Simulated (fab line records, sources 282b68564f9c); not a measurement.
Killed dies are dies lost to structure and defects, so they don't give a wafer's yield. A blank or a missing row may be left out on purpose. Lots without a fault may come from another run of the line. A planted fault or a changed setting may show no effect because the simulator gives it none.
Which tool did it? | flow rit_cmos | 15 lots, 45 wafers sampled, at 5 steps of a route of 202

WHAT THE GAUGES READ, wafer by wafer
RIT_PRETRO_OVL_MEAS_06.
lot  | measured    | on         | PRETRO_OVL (nm)
L756 | day 2 10:12 | overlay-02 | 0.3 0.1 1.6
L757 | day 2 12:16 | overlay-02 | -0.2 -0.4 0.0
L758 | day 2 18:02 | overlay-01 | 0.7 1.1 1.4
L759 | day 2 23:29 | overlay-02 | 1.8 0.3 0.8
L760 | day 3 05:46 | overlay-02 | 1.1 1.2 0.6
L762 | day 3 16:07 | overlay-02 | -1.5 -0.6 -0.2
L763 | day 3 19:45 | overlay-02 | -0.8 -0.2 -0.8
L769 | day 5 01:39 | overlay-02 | 1.0 0.5 0.7
L770 | day 5 05:02 | overlay-02 | 1.1 0.5 -0.3
L771 | day 5 10:41 | overlay-02 | -0.5 -1.0 -1.5
L773 | day 6 02:44 | overlay-01 | 0.7 0.1 1.9
L776 | day 6 15:44 | overlay-01 | 0.3 -0.5 -0.2
L777 | day 6 17:56 | overlay-01 | 2.1 1.4 0.9
L778 | day 6 22:23 | overlay-02 | 0.2 1.3 0.2
L779 | day 7 05:06 | overlay-02 | -0.9 1.0 0.3

RIT_GATE_OVL_MEAS_17.
lot  | measured    | on         | GATE_OVL (nm)
L756 | day 2 15:38 | overlay-01 | 2.5 1.2 1.8
L757 | day 2 18:20 | overlay-02 | 2.4 2.1 2.8
L758 | day 3 01:02 | overlay-02 | 1.5 1.1 2.2
L759 | day 3 07:44 | overlay-02 | 0.7 -0.1 0.1
L760 | day 3 10:56 | overlay-02 | -0.7 0.0 1.1
L762 | day 3 23:50 | overlay-02 | 0.1 0.6 0.5
L763 | day 4 01:11 | overlay-01 | 2.3 2.3 1.3
L769 | day 5 07:03 | overlay-02 | 0.3 -0.4 -0.7
L770 | day 5 10:35 | overlay-01 | 1.3 0.4 0.8
L771 | day 6 00:08 | overlay-02 | 1.0 1.3 -0.9
L773 | day 6 08:49 | overlay-02 | 1.2 0.7 1.2
L776 | day 6 21:29 | overlay-01 | -0.3 1.2 0.2
L777 | day 6 23:58 | overlay-02 | 2.3 1.8 0.7
L778 | day 7 08:56 | overlay-02 | -0.5 0.3 -0.5
L779 | day 7 12:19 | overlay-02 | 1.7 0.6 0.7

RIT_PSD_TW_MEAS_10.
lot  | measured    | on            | PSD_TW
L756 | day 3 03:57 | film_metro-02 | 3411 3400 3409
L757 | day 3 06:32 | film_metro-02 | 3408 3399 3411
L758 | day 3 14:07 | film_metro-03 | 3414 3410 3422
L759 | day 3 20:39 | film_metro-04 | 3427 3415 3426
L760 | day 3 23:27 | film_metro-02 | 3402 3405 3401
L762 | day 4 11:49 | film_metro-04 | 3390 3379 3393
L763 | day 4 14:49 | film_metro-02 | 3400 3395 3424
L769 | day 5 19:58 | film_metro-02 | 30 30 30
L770 | day 6 04:35 | film_metro-04 | 30 30 30
L771 | day 6 12:00 | film_metro-02 | 30 30 30
L773 | day 6 21:02 | film_metro-03 | 3455 3449 3450
L776 | day 7 10:44 | film_metro-03 | 3420 3407 3414
L777 | day 7 13:14 | film_metro-04 | 3390 3398 3382
L778 | day 7 21:52 | film_metro-04 | 3390 3386 3386
L779 | day 8 01:36 | film_metro-03 | 3412 3413 3422

WHICH TOOL RAN EACH LOT (tool, then ch and the chambers of the sampled wafers, then the start)
lot  | RIT_NRETRO_STRIP_09                 | RIT_NSD_STRIP_09
L756 | plasma_asher-03 ch 0,1, day 2 08:58 | plasma_asher-02 ch 0,1, day 3 02:14
L757 | plasma_asher-04 ch 0,1, day 2 11:05 | plasma_asher-01 ch 0,1, day 3 04:50
L758 | plasma_asher-04 ch 0,1, day 2 16:47 | plasma_asher-03 ch 0,1, day 3 12:23
L759 | plasma_asher-02 ch 0,1, day 2 22:20 | plasma_asher-01 ch 0,1, day 3 18:58
L760 | plasma_asher-02 ch 0,1, day 3 04:31 | plasma_asher-03 ch 0,1, day 3 21:44
L762 | plasma_asher-03 ch 0,1, day 3 15:00 | plasma_asher-02 ch 0,1, day 4 10:13
L763 | plasma_asher-04 ch 0, day 3 18:31   | plasma_asher-03 ch 0,1, day 4 12:42
L769 | plasma_asher-04 ch 0,1, day 5 00:32 | plasma_asher-03 ch 0,1, day 5 18:21
L770 | plasma_asher-02 ch 0,1, day 5 03:56 | plasma_asher-03 ch 0,1, day 6 02:41
L771 | plasma_asher-04 ch 0,1, day 5 09:29 | plasma_asher-03 ch 0,1, day 6 10:27
L773 | plasma_asher-03 ch 0,1, day 6 01:39 | plasma_asher-03 ch 0,1, day 6 19:21
L776 | plasma_asher-02 ch 0,1, day 6 14:40 | plasma_asher-01 ch 0,1, day 7 09:10
L777 | plasma_asher-04 ch 0,1, day 6 16:49 | plasma_asher-02 ch 0,1, day 7 11:15
L778 | plasma_asher-02 ch 0,1, day 6 21:19 | plasma_asher-03 ch 0,1, day 7 20:17
L779 | plasma_asher-04 ch 0,1, day 7 03:55 | plasma_asher-01 ch 0,1, day 8 00:02
- RIT_NRETRO_STRIP_09: strips in O2, time 180 s.
- RIT_NSD_STRIP_09: strips in O2, time 180 s.

WHAT THE TOOLS THEMSELVES READ (means of the sampled wafers that have a number; where no wafer has one, the mark that the record gives instead)
RIT_NRETRO_STRIP_09.
lot  | tool            | chamber_pressure_mTorr (mTorr) | drypump_motor_current_A (A)
L756 | plasma_asher-03 | 4000                           | 5.8
L757 | plasma_asher-04 | 4000                           | 5.4
L758 | plasma_asher-04 | 3999                           | 5.5
L759 | plasma_asher-02 | 4000                           | 5.9
L760 | plasma_asher-02 | 3999                           | 6.3
L762 | plasma_asher-03 | 3998                           | 5.8
L763 | plasma_asher-04 | 4005                           | 5.6
L769 | plasma_asher-04 | 3998                           | 5.5
L770 | plasma_asher-02 | 4001                           | 5.9
L771 | plasma_asher-04 | 3998                           | 5.4
L773 | plasma_asher-03 | 3996                           | 5.8
L776 | plasma_asher-02 | 4001                           | 5.9
L777 | plasma_asher-04 | 4001                           | 5.5
L778 | plasma_asher-02 | 3997                           | 5.9
L779 | plasma_asher-04 | 4004                           | 5.5

RIT_NSD_STRIP_09.
lot  | tool            | chamber_pressure_mTorr (mTorr) | drypump_motor_current_A (A)
L756 | plasma_asher-02 | 4000                           | 6.26
L757 | plasma_asher-01 | 3995                           | 5.69
L758 | plasma_asher-03 | 4002                           | 5.81
L759 | plasma_asher-01 | 4001                           | 5.67
L760 | plasma_asher-03 | 4000                           | 5.83
L762 | plasma_asher-02 | 4000                           | 6.27
L763 | plasma_asher-03 | 4000                           | 5.81
L769 | plasma_asher-03 | -                              | -
L770 | plasma_asher-03 | -                              | -
L771 | plasma_asher-03 | -                              | -
L773 | plasma_asher-03 | 3999                           | 5.74
L776 | plasma_asher-01 | 4002                           | 5.69
L777 | plasma_asher-02 | 4002                           | 5.91
L778 | plasma_asher-03 | 4000                           | 5.72
L779 | plasma_asher-01 | 4001                           | 5.67

THE ANSWER, worked out from the rows above alone
Rule: what is usual is taken from the lots themselves. Put in order of their means at a reading, lots are off if they are a third of the lots or fewer, leave a main group of 4 or more, and stand apart from it by a gap of 3 or more times the standard deviation of the main group's means; of several such gaps the widest counts. A main group whose means are all the same, to the digits that the tables above print for the reading, isn't used. A lot without any number at a reading at which 4 lots or more have one is off too. The other lots that the step has rows for count as sound. The gauges are gone through in route order, then the tools' own readings, and for those a lot's mean is taken as printed above. The first step at which some lot is off is used, and at that step the reading that is off furthest; a lot without a number counts as furthest.
Off: L769, L770, L771, at RIT_PSD_TW_MEAS_10 (PSD_TW). The main group: mean 3409, standard deviation 17.
A tool fits if, at a process step before that reading, it ran every lot that is off, and no sound lot after the first of them. The gauges at RIT_PSD_TW_MEAS_10 aren't tried: what is off there is off at RIT_NSD_STRIP_09 too, on other tools, and a gauge's error can't cause that. None of those tried fits.

WHAT THE SIMULATOR HAD PUT IN
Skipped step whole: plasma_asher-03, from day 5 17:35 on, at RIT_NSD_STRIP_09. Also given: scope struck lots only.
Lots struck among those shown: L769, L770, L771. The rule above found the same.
